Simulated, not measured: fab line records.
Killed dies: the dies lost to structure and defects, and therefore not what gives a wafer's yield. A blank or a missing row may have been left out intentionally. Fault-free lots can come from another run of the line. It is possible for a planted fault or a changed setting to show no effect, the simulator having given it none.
Which tool was responsible? || flow rit cmos || 39 wafers from 13 lots sampled at 5 of the route's 202 steps

== WHAT THE GAUGES READ, wafer by wafer ==
RIT_ACTIVE_CD_MEAS_11 targets a cd of 1400 nm.
{"lot": "L747", "measured": "day 1 15:53", "on": "cd sem-01", "cd nm (nm)": "1401.0 1400.6 1403.2"}
{"lot": "L748", "measured": "day 1 19:26", "on": "cd sem-02", "cd nm (nm)": "1400.8 1400.7 1400.8"}
{"lot": "L749", "measured": "day 2 00:28", "on": "cd sem-01", "cd nm (nm)": "1398.2 1396.3 1395.7"}
{"lot": "L750", "measured": "day 2 05:26", "on": "cd sem-01", "cd nm (nm)": "1399.0 1399.8 1398.5"}
{"lot": "L751", "measured": "day 2 10:37", "on": "cd sem-02", "cd nm (nm)": "1398.9 1400.3 1398.2"}
{"lot": "L754", "measured": "day 3 02:08", "on": "cd sem-01", "cd nm (nm)": "1402.0 1400.7 1402.2"}
{"lot": "L757", "measured": "day 3 16:39", "on": "cd sem-02", "cd nm (nm)": "1399.2 1400.1 1399.9"}
{"lot": "L765", "measured": "day 5 11:43", "on": "cd sem-02", "cd nm (nm)": "1398.9 1399.5 1399.4"}
{"lot": "L766", "measured": "day 5 13:34", "on": "cd sem-02", "cd nm (nm)": "1399.5 1401.8 1401.5"}
{"lot": "L767", "measured": "day 5 18:28", "on": "cd sem-02", "cd nm (nm)": "1397.3 1398.3 1394.6"}
{"lot": "L768", "measured": "day 5 23:34", "on": "cd sem-02", "cd nm (nm)": "1400.3 1400.3 1400.8"}
{"lot": "L769", "measured": "day 6 04:37", "on": "cd sem-01", "cd nm (nm)": "1395.4 1398.1 1395.7"}
{"lot": "L770", "measured": "day 6 09:35", "on": "cd sem-02", "cd nm (nm)": "1399.9 1398.9 1397.5"}

RIT_GATE_CD_MEAS_90 targets a cd of 150 nm.
{"lot": "L747", "measured": "day 2 17:03", "on": "cd sem-01", "cd nm (nm)": "145.5 148.7 146.7"}
{"lot": "L748", "measured": "day 2 17:47", "on": "cd sem-01", "cd nm (nm)": "146.9 147.8 147.3"}
{"lot": "L749", "measured": "day 3 04:21", "on": "cd sem-01", "cd nm (nm)": "148.2 149.9 148.9"}
{"lot": "L750", "measured": "day 3 05:53", "on": "cd sem-01", "cd nm (nm)": "152.3 150.0 151.9"}
{"lot": "L751", "measured": "day 3 10:10", "on": "cd sem-02", "cd nm (nm)": "147.0 145.7 145.6"}
{"lot": "L754", "measured": "day 4 01:19", "on": "cd sem-01", "cd nm (nm)": "152.5 150.9 151.0"}
{"lot": "L757", "measured": "day 4 14:47", "on": "cd sem-02", "cd nm (nm)": "144.8 144.9 145.4"}
{"lot": "L765", "measured": "day 6 11:55", "on": "cd sem-02", "cd nm (nm)": "149.8 149.2 148.8"}
{"lot": "L766", "measured": "day 6 13:12", "on": "cd sem-01", "cd nm (nm)": "146.2 147.5 148.5"}
{"lot": "L767", "measured": "day 6 16:56", "on": "cd sem-01", "cd nm (nm)": "149.5 150.0 149.7"}
{"lot": "L768", "measured": "day 6 22:37", "on": "cd sem-01", "cd nm (nm)": "148.3 149.2 147.1"}
{"lot": "L769", "measured": "day 7 02:56", "on": "cd sem-01", "cd nm (nm)": "142.6 146.8 146.0"}
{"lot": "L770", "measured": "day 7 07:53", "on": "cd sem-02", "cd nm (nm)": "146.7 144.2 146.2"}

RIT_NLDD_TW_MEAS_10.
{"lot": "L747", "measured": "day 2 22:01", "on": "film metro-03", "NLDD_TW": "2443 2445 2438"}
{"lot": "L748", "measured": "day 2 23:23", "on": "film metro-03", "NLDD_TW": "2458 2462 2448"}
{"lot": "L749", "measured": "day 3 08:52", "on": "film metro-03", "NLDD_TW": "2444 2458 2435"}
{"lot": "L750", "measured": "day 3 10:45", "on": "film metro-01", "NLDD_TW": "2499 2509 2486"}
{"lot": "L751", "measured": "day 3 14:37", "on": "film metro-03", "NLDD_TW": "30 30 30"}
{"lot": "L754", "measured": "day 4 05:46", "on": "film metro-03", "NLDD_TW": "30 30 30"}
{"lot": "L757", "measured": "day 4 19:25", "on": "film metro-01", "NLDD_TW": "2513 2511 2521"}
{"lot": "L765", "measured": "day 6 17:33", "on": "film metro-03", "NLDD_TW": "2476 2460 2459"}
{"lot": "L766", "measured": "day 6 17:49", "on": "film metro-01", "NLDD_TW": "2504 2498 2495"}
{"lot": "L767", "measured": "day 6 21:26", "on": "film metro-02", "NLDD_TW": "2460 2471 2472"}
{"lot": "L768", "measured": "day 7 03:13", "on": "film metro-03", "NLDD_TW": "2448 2457 2464"}
{"lot": "L769", "measured": "day 7 08:02", "on": "film metro-02", "NLDD_TW": "2476 2478 2472"}
{"lot": "L770", "measured": "day 7 13:26", "on": "film metro-02", "NLDD_TW": "2467 2477 2463"}

== WHAT TOOL EACH LOT RAN ON (gives the tool, then ch and the chambers of the sampled wafers, and finally the start) ==
{"lot": "L747", "RIT_GATE_ETCH_19": "rie si-02 ch 0,2, day 2 16:46", "RIT_NLDD_DEVELOP_05": "litho track-02 ch 0, day 2 21:00"}
{"lot": "L748", "RIT_GATE_ETCH_19": "rie si-01 ch 0,2,3, day 2 17:30", "RIT_NLDD_DEVELOP_05": "litho track-03 ch 0, day 2 22:00"}
{"lot": "L749", "RIT_GATE_ETCH_19": "rie si-02 ch 1,2, day 3 04:03", "RIT_NLDD_DEVELOP_05": "litho track-03 ch 0, day 3 08:00"}
{"lot": "L750", "RIT_GATE_ETCH_19": "rie si-01 ch 0,1, day 3 05:37", "RIT_NLDD_DEVELOP_05": "litho track-01 ch 0, day 3 10:00"}
{"lot": "L751", "RIT_GATE_ETCH_19": "rie si-02 ch 0,2,3, day 3 09:52", "RIT_NLDD_DEVELOP_05": "litho track-03 ch 0, day 3 13:00"}
{"lot": "L754", "RIT_GATE_ETCH_19": "rie si-01 ch 0,3, day 4 01:01", "RIT_NLDD_DEVELOP_05": "litho track-03 ch 0, day 4 05:00"}
{"lot": "L757", "RIT_GATE_ETCH_19": "rie si-02 ch 1,3, day 4 14:29", "RIT_NLDD_DEVELOP_05": "litho track-01 ch 0, day 4 18:00"}
{"lot": "L765", "RIT_GATE_ETCH_19": "rie si-02 ch 0,1,2, day 6 11:38", "RIT_NLDD_DEVELOP_05": "litho track-01 ch 0, day 6 16:00"}
{"lot": "L766", "RIT_GATE_ETCH_19": "rie si-01 ch 0,1,3, day 6 12:55", "RIT_NLDD_DEVELOP_05": "litho track-02 ch 0, day 6 17:00"}
{"lot": "L767", "RIT_GATE_ETCH_19": "rie si-02 ch 2,3, day 6 16:38", "RIT_NLDD_DEVELOP_05": "litho track-01 ch 0, day 6 20:00"}
{"lot": "L768", "RIT_GATE_ETCH_19": "rie si-01 ch 0,1,3, day 6 22:20", "RIT_NLDD_DEVELOP_05": "litho track-01 ch 0, day 7 02:00"}
{"lot": "L769", "RIT_GATE_ETCH_19": "rie si-02 ch 0,2, day 7 02:35", "RIT_NLDD_DEVELOP_05": "litho track-02 ch 0, day 7 07:00"}
{"lot": "L770", "RIT_GATE_ETCH_19": "rie si-01 ch 1,3, day 7 07:35", "RIT_NLDD_DEVELOP_05": "litho track-02 ch 0, day 7 12:00"}
- RIT_GATE_ETCH_19: etches poly-Si in SF6/CHF3/O2, stops on SiO2, time 165 s, target depth 312.5 nm.
- RIT_NLDD_DEVELOP_05: develop time 50 s.

== AS READ BY THE TOOLS THEMSELVES (means over the sampled wafers that have a number; for cases with no such wafer, the mark the record gives instead) ==
RIT_GATE_ETCH_19.
{"lot": "L747", "tool": "rie si-02", "CHF3_flow_sccm (sccm)": 29.88, "drypump motor current A (A)": 5.7, "oes product au (a.u.)": 0.845, "throttle valve pct (%)": 10.31}
{"lot": "L748", "tool": "rie si-01", "CHF3_flow_sccm (sccm)": 30.14, "drypump motor current A (A)": 5.3, "oes product au (a.u.)": 0.853, "throttle valve pct (%)": 10.25}
{"lot": "L749", "tool": "rie si-02", "CHF3_flow_sccm (sccm)": 29.97, "drypump motor current A (A)": 5.1, "oes product au (a.u.)": 0.848, "throttle valve pct (%)": 10.32}
{"lot": "L750", "tool": "rie si-01", "CHF3_flow_sccm (sccm)": 29.98, "drypump motor current A (A)": 5.4, "oes product au (a.u.)": 0.859, "throttle valve pct (%)": 10.19}
{"lot": "L751", "tool": "rie si-02", "CHF3_flow_sccm (sccm)": 30.07, "drypump motor current A (A)": 5.8, "oes product au (a.u.)": 0.851, "throttle valve pct (%)": 10.35}
{"lot": "L754", "tool": "rie si-01", "CHF3_flow_sccm (sccm)": 30.06, "drypump motor current A (A)": 5.4, "oes product au (a.u.)": 0.858, "throttle valve pct (%)": 10.19}
{"lot": "L757", "tool": "rie si-02", "CHF3_flow_sccm (sccm)": 29.97, "drypump motor current A (A)": 5.1, "oes product au (a.u.)": 0.852, "throttle valve pct (%)": 10.36}
{"lot": "L765", "tool": "rie si-02", "CHF3_flow_sccm (sccm)": 30.00, "drypump motor current A (A)": 5.4, "oes product au (a.u.)": 0.839, "throttle valve pct (%)": 10.34}
{"lot": "L766", "tool": "rie si-01", "CHF3_flow_sccm (sccm)": 29.92, "drypump motor current A (A)": 5.2, "oes product au (a.u.)": 0.860, "throttle valve pct (%)": 10.32}
{"lot": "L767", "tool": "rie si-02", "CHF3_flow_sccm (sccm)": 30.01, "drypump motor current A (A)": 5.7, "oes product au (a.u.)": 0.839, "throttle valve pct (%)": 10.35}
{"lot": "L768", "tool": "rie si-01", "CHF3_flow_sccm (sccm)": 30.02, "drypump motor current A (A)": 5.2, "oes product au (a.u.)": 0.849, "throttle valve pct (%)": 10.31}
{"lot": "L769", "tool": "rie si-02", "CHF3_flow_sccm (sccm)": 29.94, "drypump motor current A (A)": 5.7, "oes product au (a.u.)": 0.844, "throttle valve pct (%)": 10.29}
{"lot": "L770", "tool": "rie si-01", "CHF3_flow_sccm (sccm)": 29.98, "drypump motor current A (A)": 5.1, "oes product au (a.u.)": 0.831, "throttle valve pct (%)": 10.43}

RIT_NLDD_DEVELOP_05.
{"lot": "L747", "tool": "litho track-02", "exhaust pa (Pa)": 45.7}
{"lot": "L748", "tool": "litho track-03", "exhaust pa (Pa)": 45.3}
{"lot": "L749", "tool": "litho track-03", "exhaust pa (Pa)": 46.6}
{"lot": "L750", "tool": "litho track-01", "exhaust pa (Pa)": 45.4}
{"lot": "L751", "tool": "litho track-03", "exhaust pa (Pa)": 45.0}
{"lot": "L754", "tool": "litho track-03", "exhaust pa (Pa)": 44.0}
{"lot": "L757", "tool": "litho track-01", "exhaust pa (Pa)": 44.9}
{"lot": "L765", "tool": "litho track-01", "exhaust pa (Pa)": 45.3}
{"lot": "L766", "tool": "litho track-02", "exhaust pa (Pa)": 45.9}
{"lot": "L767", "tool": "litho track-01", "exhaust pa (Pa)": 46.3}
{"lot": "L768", "tool": "litho track-01", "exhaust pa (Pa)": 44.5}
{"lot": "L769", "tool": "litho track-02", "exhaust pa (Pa)": 45.3}
{"lot": "L770", "tool": "litho track-02", "exhaust pa (Pa)": 45.2}

== THE ANSWER, worked out from the rows above alone ==
Rule: the usual values come from the lots themselves. Put in order of their means at a reading, lots are off if they are a third of the lots or fewer, leave a main group of 4 or more, and stand apart from it by a gap of 3 or more times the standard deviation of the main group's means; of several such gaps the widest counts. If all means in a main group match to the digits the tables above print for the reading, that group is not used. Also off: a lot with no number at a reading for which 4 or more lots have one. Where the step has rows for the other lots, those lots are counted as sound. Order of review: gauges by route order, followed by the tools' own readings, for which a lot's mean as printed above is used. At the first step where some lot is off, the reading lying furthest off is the one used; lots without a number count as furthest.
Off: L751, L754, seen at RIT_NLDD_TW_MEAS_10 (NLDD_TW). For the main group the mean is 2472 and the standard deviation 22.
If a tool, at a process step before that reading, ran all the lots that are off and no sound lot after the first of them, it fits. Gauges at RIT_NLDD_TW_MEAS_10: tried the same way as those tools. One fits: litho track-03 at RIT_NLDD_DEVELOP_05. A fault onset in the window from L749 (day 3 08:00, its last sound lot) to L751 (day 3 13:00, its first lot off) fits.

== WHAT WAS PUT IN BY THE SIMULATOR ==
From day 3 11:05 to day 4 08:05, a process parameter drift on litho track-03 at RIT_NLDD_DEVELOP_05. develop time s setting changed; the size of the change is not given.
Lots struck among those shown: L751, L754. The same result came from the rule above.
